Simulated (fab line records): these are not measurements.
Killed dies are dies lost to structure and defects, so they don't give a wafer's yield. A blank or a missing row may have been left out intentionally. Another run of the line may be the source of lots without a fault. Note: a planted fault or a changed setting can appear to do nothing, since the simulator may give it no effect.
Problem report in the 8D (eight disciplines) form, filled by code	flow berkeleyCmos170	the parts of the form that need people (team, actions taken, sign-off) are left out

## 1. WHAT IS WRONG
PLDD_TW at UCB170_PLDD_TW_MEAS_11 reads a mean of 970 on 6 wafers of 2 lots; wafers without a fault read 1009 with a standard deviation of 4.8. Measured from the usual mean, that is -8.1 standard deviations.
Earliest sighting: wafer L561.1 on filmMetro-02 at day 8 15:48. Wafers with a number at this step in the record: 42, from 14 lots. The rule behind "out" and "out of limits": a value lying over 4 standard deviations away from the usual mean. All remaining wafers that have a number are taken as sound.

## 2. WHAT IT IS AND WHAT IT IS NOT
question	is	is not
which readings at this step	PLDD_TW	-
which lots	L561, L566	L556, L557, L559, L560, L563, L569, L571, L573, L575, L577, L578, L579
which wafers of those lots	all that have a number	-
read on which gauges	filmMetro-02, filmMetro-04	filmMetro-03
when	from day 8 15:48	up to then (12 sound wafers); but 24 sound wafers of L563, L569, L571, L573, L575, L577, L578, L579 came after

## 3. SUSPECTS, AND WHAT RULES EACH OUT
Counting: any tool at a process step up to the reading is kept as a suspect provided that every lot that is out went through it and no sound lot did after the first of them.
- the gauge at UCB170_PLDD_TW_MEAS_11 has been ruled out. Those wafers that are out were read across 2 gauges (filmMetro-02, filmMetro-04).
- implanter-04 at UCB170_PLDD_IMPLANT_09: kept. It ran every lot that is out, first L561 (day 8 15:33), and no sound lot after that; its last sound lot up to then is L559 (day 8 04:23). Its own readings are out on those wafers: doseIonsCm2, faradayCurrentUA.
The count leaves implanter-04 at UCB170_PLDD_IMPLANT_09.

## 4. THE CAUSE (what the simulator had put in)
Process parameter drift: implanter-04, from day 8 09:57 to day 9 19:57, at UCB170_PLDD_IMPLANT_09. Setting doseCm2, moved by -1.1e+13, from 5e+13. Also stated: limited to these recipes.
The count eliminated every tool but this one.

## 5. THE CHAIN OF EFFECTS, in route order
One row per reading whose mean, taken over the struck wafers that have a number, lies over 3 standard deviations from the usual. Only readings for which the record gives a usual standard deviation are gone through. hours: the time from each lot's start at the first step in this table that gives one to its start at this step, as a median over the lots. sigmas: the change in usual standard deviations.
hours	step	reading	usual	on struck wafers	change	sigmas
0	UCB170_PLDD_IMPLANT_09	doseIonsCm2	5e+13	4e+13	-1e+13	-99 or more
0	UCB170_PLDD_IMPLANT_09	faradayCurrentUA	155	125	-30	-5.5
0	UCB170_PLDD_TW_MEAS_11	PLDD_TW	1009	970	-39	-8.1
13	UCB170_SDANNEAL_RS_MEAS_04	PLDD_RS	1031.5 ohm/sq	1135.5	+104.0	+42
The process steps in it:
- UCB170_PLDD_IMPLANT_09
Later measuring or inspecting steps at which every struck wafer that the step has a row for has a number for every such reading, and none has moved that far: UCB170_V1_OVL_MEAS_13, UCB170_V2_CD_MEAS_12.

## 6. WHAT WOULD HAVE CAUGHT IT SOONER
6 hours passed between the start of the fault at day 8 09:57 and the first reading out of limits at a measuring or inspecting step in this record, taken at day 8 15:48.
Tool's own readings at UCB170_PLDD_IMPLANT_09, doseIonsCm2, faradayCurrentUA: out on all struck wafers the step has rows for; an alarm limit on them would have tripped on the first.
Lots out: 2; of these, L566 started UCB170_PLDD_IMPLANT_09 on implanter-04 after day 8 15:48. Holding the tool at that time would have saved it.
